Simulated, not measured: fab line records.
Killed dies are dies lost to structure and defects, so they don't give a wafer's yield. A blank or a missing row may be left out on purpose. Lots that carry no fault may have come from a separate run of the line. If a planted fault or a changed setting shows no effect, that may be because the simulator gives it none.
fab line records | flow rit_cmos
[record] lots = 14 wafers = 42 last_day = 8
route steps=202 shown FOX2@23 M1@202
lots untouched by any fault: they come from a run of this same line in which no faults occurred
start_h: start of the lot's first displayed wafer, in hours after the record's first day | wait_h: how many hours have passed since the lot's step before this one | " as in the row above | L1.1+2: several wafers, shown together as one row | - value missing, or start not given | * or withheld: withheld | < > ~ a bound
route shown NAME@n: names a module that has steps shown in the file, with the first one's number in the route | usual: mean/standard deviation taken from wafers without a fault | same: alike in all rows | chamber/n: place in a boat | sites: per-site readings | _std_site: the values' standard deviation | _edge_site: inner sites' mean taken away from outer sites' mean | radius_mm: for every site, how far away it sits from the centre of the wafer | mask NAME#n: copy n | behind: the last tool/chamber to shape the wafer | hold: the reason the lot was held/the length of the hold in hours/how it ended | device: which transistor (n, p or np) failed to switch | end of line: tests of these same wafers at the route's end | for a step that has no rows: nothing shown but its recipe | killed: dies lost to structure and defects at the first sort, not the wafer's yield | map: per-die view of a wafer (x killed, . not killed, _ where there is no die)
set.NAME: the setting that was run; set.NAME@STEP: the one run at that earlier step | model.NAME: the simulator's own value behind a step, which no gauge read
steps of the route over a sample of lots; a table a step, a row a wafer
services: the hour from which a tool's chamber was out of use, counted from the record's first day as start_h (under 0 if before that day), plus the number of hours and why
[[steps]]
[step RIT_FOX2_OXIDATION_00]
[recipe] temp_c = 1100 ambient = H2O target_thk_a = 3507 p_h2o_torr = 720 ox_time_s = 1168
// columns lot.wafer tool chamber start_h wait_h
L599.2+3+4 furnace-01 0 24.07 0.0
L602.1+2+4 furnace-04 0 39.39 0.0
L603.1+4+6 furnace-04 0 44.31 0.7
L605.2+4+6 furnace-04 0 53.60 0.0
L606.2+3+6 furnace-04 0 57.92 0.0
L607.1+5+6 furnace-01 0 62.86 0.0
L608.1+4+5 furnace-04 0 68.50 0.0
L609.1+3+6 furnace-04 0 72.83 0.0
L610.1+2+6 furnace-03 0 80.16 0.3
L616.2+4+6 furnace-03 0 109.29 0.0
L617.2+4+6 furnace-03 0 117.11 1.8
L618.3+4+5 furnace-03 0 119.95 0.8
L620.1+5+6 furnace-03 0 130.42 1.1
L621.1+4+6 furnace-03 0 134.74 0.9
[step RIT_M1_PROBE_99]
[usual] killed_at_front_end = 6.7/2.9 killed_dies = 6.8/2.9 killed_on_rim = 1.8/1.4 killed_open = 3.5/2 killed_short = 3.2/1.9
[same] gross_dies = 264 killed_at_M0_to_M3 = 0 killed_at_M4_up = 0 killed_at_back_side = 0 killed_at_contacts = 0 killed_at_other = 0
// columns lot.wafer tool chamber start_h wait_h killed_at_front_end killed_dies killed_on_rim killed_open killed_short
L599.2 prober-02 - 63.60 0.1 10 10 2 2 8
L599.3 prober-02 - 63.65 0.2 11 11 0 6 5
L599.4 prober-02 - 63.70 0.2 8 8 1 3 5
L602.1 prober-01 - 82.12 0.1 10 10 4 6 4
L602.2 prober-01 - 82.17 0.1 6 6 1 4 2
L602.4 prober-01 - 82.27 0.2 10 10 5 5 5
L603.1 prober-02 - 83.79 0.1 6 6 2 3 3
L603.4 prober-02 - 83.94 0.2 10 10 3 7 3
L603.6 prober-02 - 84.04 0.2 11 11 1 8 3
L605.2 prober-02 - 93.88 0.1 11 11 4 8 3
L605.4 prober-02 - 93.98 0.2 9 9 3 4 5
L605.6 prober-02 - 94.08 0.2 10 10 2 7 3
L606.2 prober-02 - 101.42 0.1 1 1 1 1 0
L606.3 prober-02 - 101.47 0.2 6 6 2 6 0
L606.6 prober-02 - 101.62 0.2 5 5 1 3 2
L607.1 prober-02 - 107.10 0.1 10 10 3 2 8
L607.5 prober-02 - 107.30 0.2 11 11 3 9 2
L607.6 prober-02 - 107.35 0.2 11 11 5 5 6
L608.1 prober-01 - 109.12 0.1 116 116 31 5 3
L608.4 prober-01 - 109.27 0.2 105 105 22 4 5
L608.5 prober-01 - 109.32 0.2 92 92 29 2 2
L609.1 prober-02 - 116.36 0.1 115 115 34 7 0
L609.3 prober-02 - 116.46 0.2 105 105 22 6 5
L609.6 prober-02 - 116.61 0.2 116 116 31 3 5
L610.1 prober-01 - 123.43 0.1 2 2 0 1 1
L610.2 prober-01 - 123.48 0.1 6 6 1 2 4
L610.6 prober-01 - 123.68 0.2 8 8 3 6 2
L616.2 prober-01 - 153.41 0.1 4 4 0 2 2
L616.4 prober-01 - 153.51 0.2 12 12 3 8 4
L616.6 prober-01 - 153.61 0.2 6 6 3 3 3
L617.2 prober-02 - 161.18 0.1 6 6 2 4 2
L617.4 prober-02 - 161.28 0.2 2 2 0 0 2
L617.6 prober-02 - 161.38 0.2 7 7 1 4 3
L618.3 prober-01 - 166.88 0.2 8 8 3 5 3
L618.4 prober-01 - 166.93 0.2 4 4 1 3 1
L618.5 prober-01 - 166.98 0.2 5 5 3 1 3
L620.1 prober-01 - 176.59 0.1 3 3 1 1 2
L620.5 prober-01 - 176.79 0.2 3 3 1 3 0
L620.6 prober-01 - 176.84 0.2 4 4 3 3 1
L621.1 prober-02 - 188.69 0.1 5 5 1 3 2
L621.4 prober-02 - 188.84 0.2 6 6 2 5 1
L621.6 prober-02 - 188.94 0.2 9 9 2 4 5
// killed by level:class
L599.2 GATE:geometric_particle:short=2 SPACER:geometric_particle:short=2 SILICIDE:geometric_particle:short=2 FOX1:geometric_particle:short=1 GATE:geometric_particle:open=1 REOX:geometric_particle:short=1 REOX:geometric_particle:open=1
L599.3 GATE:geometric_particle:open=3 GATE:geometric_particle:short=2 REOX:geometric_particle:short=2 FOX1:geometric_particle:open=1 REOX:geometric_particle:open=1 SPACER:geometric_particle:open=1 SPACER:geometric_particle:short=1
L599.4 REOX:geometric_particle:short=3 FOX2:geometric_particle:short=1 GATE:geometric_particle:short=1 REOX:geometric_particle:open=1 SPACER:geometric_particle:open=1 SILICIDE:geometric_particle:open=1
L602.1 GATE:geometric_particle:open=3 FOX1:geometric_particle:short=2 SILICIDE:geometric_particle:open=2 GATE:geometric_particle:short=1 SPACER:geometric_particle:open=1 SILICIDE:geometric_particle:short=1
L602.2 GATE:geometric_particle:open=3 GATE:geometric_particle:short=2 SILICIDE:geometric_particle:open=1
L602.4 GATE:geometric_particle:open=5 GATE:geometric_particle:short=4 REOX:geometric_particle:short=1
L603.1 FOX2:geometric_particle:open=2 GATE:geometric_particle:short=2 FOX1:geometric_particle:open=1 SILICIDE:geometric_particle:short=1
L603.4 GATE:geometric_particle:open=2 SPACER:geometric_particle:open=2 SILICIDE:geometric_particle:open=2 FOX1:geometric_particle:short=1 FOX2:geometric_particle:short=1 GATE:geometric_particle:short=1 REOX:geometric_particle:open=1
L603.6 GATE:geometric_particle:open=4 GATE:geometric_particle:short=3 SPACER:geometric_particle:open=2 REOX:geometric_particle:open=1 SILICIDE:geometric_particle:open=1
L605.2 SILICIDE:geometric_particle:open=4 SPACER:geometric_particle:open=2 FOX2:geometric_particle:short=1 GATE:geometric_particle:short=1 GATE:geometric_particle:open=1 REOX:geometric_particle:open=1 SPACER:geometric_particle:short=1
L605.4 GATE:geometric_particle:short=3 FOX2:geometric_particle:open=1 FOX2:geometric_particle:short=1 REOX:geometric_particle:open=1 SPACER:geometric_particle:open=1 SPACER:geometric_particle:short=1 SILICIDE:geometric_particle:open=1
L605.6 GATE:geometric_particle:open=2 SPACER:geometric_particle:open=2 SILICIDE:geometric_particle:open=2 FOX2:geometric_particle:short=1 REOX:geometric_particle:open=1 REOX:geometric_particle:short=1 SPACER:geometric_particle:short=1
L606.2 FOX2:geometric_particle:open=1
L606.3 FOX2:geometric_particle:open=3 SPACER:geometric_particle:open=2 GATE:geometric_particle:open=1
L606.6 SPACER:geometric_particle:open=2 GATE:geometric_particle:short=1 GATE:geometric_particle:open=1 SILICIDE:geometric_particle:short=1
L607.1 SPACER:geometric_particle:short=3 FOX1:geometric_particle:short=2 SILICIDE:geometric_particle:short=2 FOX1:geometric_particle:open=1 FOX2:geometric_particle:short=1 REOX:geometric_particle:open=1
L607.5 FOX1:geometric_particle:open=5 FOX2:geometric_particle:open=2 FOX1:geometric_particle:short=1 GATE:geometric_particle:open=1 GATE:geometric_particle:short=1 SILICIDE:geometric_particle:open=1
L607.6 FOX1:geometric_particle:short=2 GATE:geometric_particle:short=2 SILICIDE:geometric_particle:short=2 FOX1:geometric_particle:open=1 FOX2:geometric_particle:open=1 GATE:geometric_particle:open=1 SPACER:geometric_particle:open=1 SILICIDE:geometric_particle:open=1
L608.1 FOX2:unspecified=108 GATE:geometric_particle:short=2 GATE:geometric_particle:open=2 REOX:geometric_particle:open=2 FOX1:geometric_particle:short=1 FOX1:geometric_particle:open=1
L608.4 FOX2:unspecified=96 GATE:geometric_particle:short=3 FOX2:geometric_particle:open=1 GATE:geometric_particle:open=1 REOX:geometric_particle:short=1 SPACER:geometric_particle:open=1 SILICIDE:geometric_particle:short=1 SILICIDE:geometric_particle:open=1
L608.5 FOX2:unspecified=88 GATE:geometric_particle:short=2 FOX1:geometric_particle:open=1 GATE:geometric_particle:open=1
L609.1 FOX2:unspecified=108 FOX1:geometric_particle:open=3 GATE:geometric_particle:open=2 REOX:geometric_particle:open=1 SPACER:geometric_particle:open=1
L609.3 FOX2:unspecified=94 FOX1:geometric_particle:open=2 GATE:geometric_particle:short=2 GATE:geometric_particle:open=2 SILICIDE:geometric_particle:short=2 FOX2:geometric_particle:short=1 REOX:geometric_particle:open=1 SILICIDE:geometric_particle:open=1
L609.6 FOX2:unspecified=108 FOX2:geometric_particle:open=2 REOX:geometric_particle:short=2 FOX2:geometric_particle:short=1 GATE:geometric_particle:short=1 REOX:geometric_particle:open=1 SILICIDE:geometric_particle:short=1
L610.1 REOX:geometric_particle:open=1 REOX:geometric_particle:short=1
L610.2 FOX1:geometric_particle:open=1 FOX2:geometric_particle:short=1 GATE:geometric_particle:short=1 REOX:geometric_particle:short=1 REOX:geometric_particle:open=1 SILICIDE:geometric_particle:short=1
L610.6 GATE:geometric_particle:open=3 GATE:geometric_particle:short=2 FOX1:geometric_particle:open=1 FOX2:geometric_particle:open=1 SILICIDE:geometric_particle:open=1
L616.2 GATE:geometric_particle:open=2 SILICIDE:geometric_particle:short=2
L616.4 GATE:geometric_particle:open=4 FOX2:geometric_particle:open=2 FOX1:geometric_particle:short=1 FOX2:geometric_particle:short=1 REOX:geometric_particle:short=1 REOX:geometric_particle:open=1 SPACER:geometric_particle:short=1 SILICIDE:geometric_particle:open=1
L616.6 SPACER:geometric_particle:open=2 FOX1:geometric_particle:short=1 GATE:geometric_particle:open=1 GATE:geometric_particle:short=1 SPACER:geometric_particle:short=1
L617.2 GATE:geometric_particle:open=3 GATE:geometric_particle:short=1 REOX:geometric_particle:short=1 REOX:geometric_particle:open=1
L617.4 GATE:geometric_particle:short=1 SPACER:geometric_particle:short=1
L617.6 GATE:geometric_particle:open=3 GATE:geometric_particle:short=1 REOX:geometric_particle:short=1 SILICIDE:geometric_particle:short=1 SILICIDE:geometric_particle:open=1
L618.3 REOX:geometric_particle:open=2 SPACER:geometric_particle:open=2 SPACER:geometric_particle:short=2 GATE:geometric_particle:open=1 REOX:geometric_particle:short=1
L618.4 FOX1:geometric_particle:open=1 GATE:geometric_particle:open=1 GATE:geometric_particle:short=1 SILICIDE:geometric_particle:open=1
L618.5 FOX1:geometric_particle:short=2 GATE:geometric_particle:open=1 SILICIDE:geometric_particle:short=1 PLDD:coat_microbubble_printed=1
L620.1 GATE:geometric_particle:open=1 GATE:geometric_particle:short=1 SILICIDE:geometric_particle:short=1
L620.5 SILICIDE:geometric_particle:open=2 FOX2:geometric_particle:open=1
L620.6 FOX1:geometric_particle:open=1 GATE:geometric_particle:open=1 GATE:geometric_particle:short=1 REOX:geometric_particle:open=1
L621.1 FOX1:geometric_particle:open=2 FOX2:geometric_particle:open=1 FOX2:geometric_particle:short=1 GATE:geometric_particle:short=1
L621.4 GATE:geometric_particle:open=2 FOX2:geometric_particle:open=1 FOX2:geometric_particle:short=1 REOX:geometric_particle:open=1 SILICIDE:geometric_particle:open=1
L621.6 SPACER:geometric_particle:open=2 FOX1:geometric_particle:open=1 FOX1:geometric_particle:short=1 FOX2:geometric_particle:short=1 GATE:geometric_particle:short=1 GATE:geometric_particle:open=1 REOX:geometric_particle:short=1 SILICIDE:geometric_particle:short=1
[[services]]
// columns tool chamber start_h hours kind
furnace-03 - 14.37 2.7 pm
furnace-01 - 74.34 3.8 pm
furnace-04 - 111.62 3.5 pm
[[key]]
[first_sign] step = RIT_M1_PROBE_99 reading = killed_at_front_end direction = up sigmas = 36 usual = 6.7 struck = 108.2
[effect] step = RIT_M1_PROBE_99 reading = killed_dies direction = up sigmas = 35 usual = 6.8 struck = 108.2
met_at RIT_FOX2_OXIDATION_00
struck_lots L608,L609
tester_left_out L608,L609
onset_between 57.92 68.50
[fault] kind = chamber_particle_source tool = furnace-04 chamber = - onset_h = 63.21 steps = RIT_FOX2_OXIDATION_00 rate_per_visit_cm2 = 0.86151 end_h = 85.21
// tester_left_out: of these lots the tester's yield and bins aren't shown, on N5 and GAA mostly nor the transistor test; their killed dies are dies lost to structure and defects alone, not to doping, threshold or leakage, so they don't give the yield
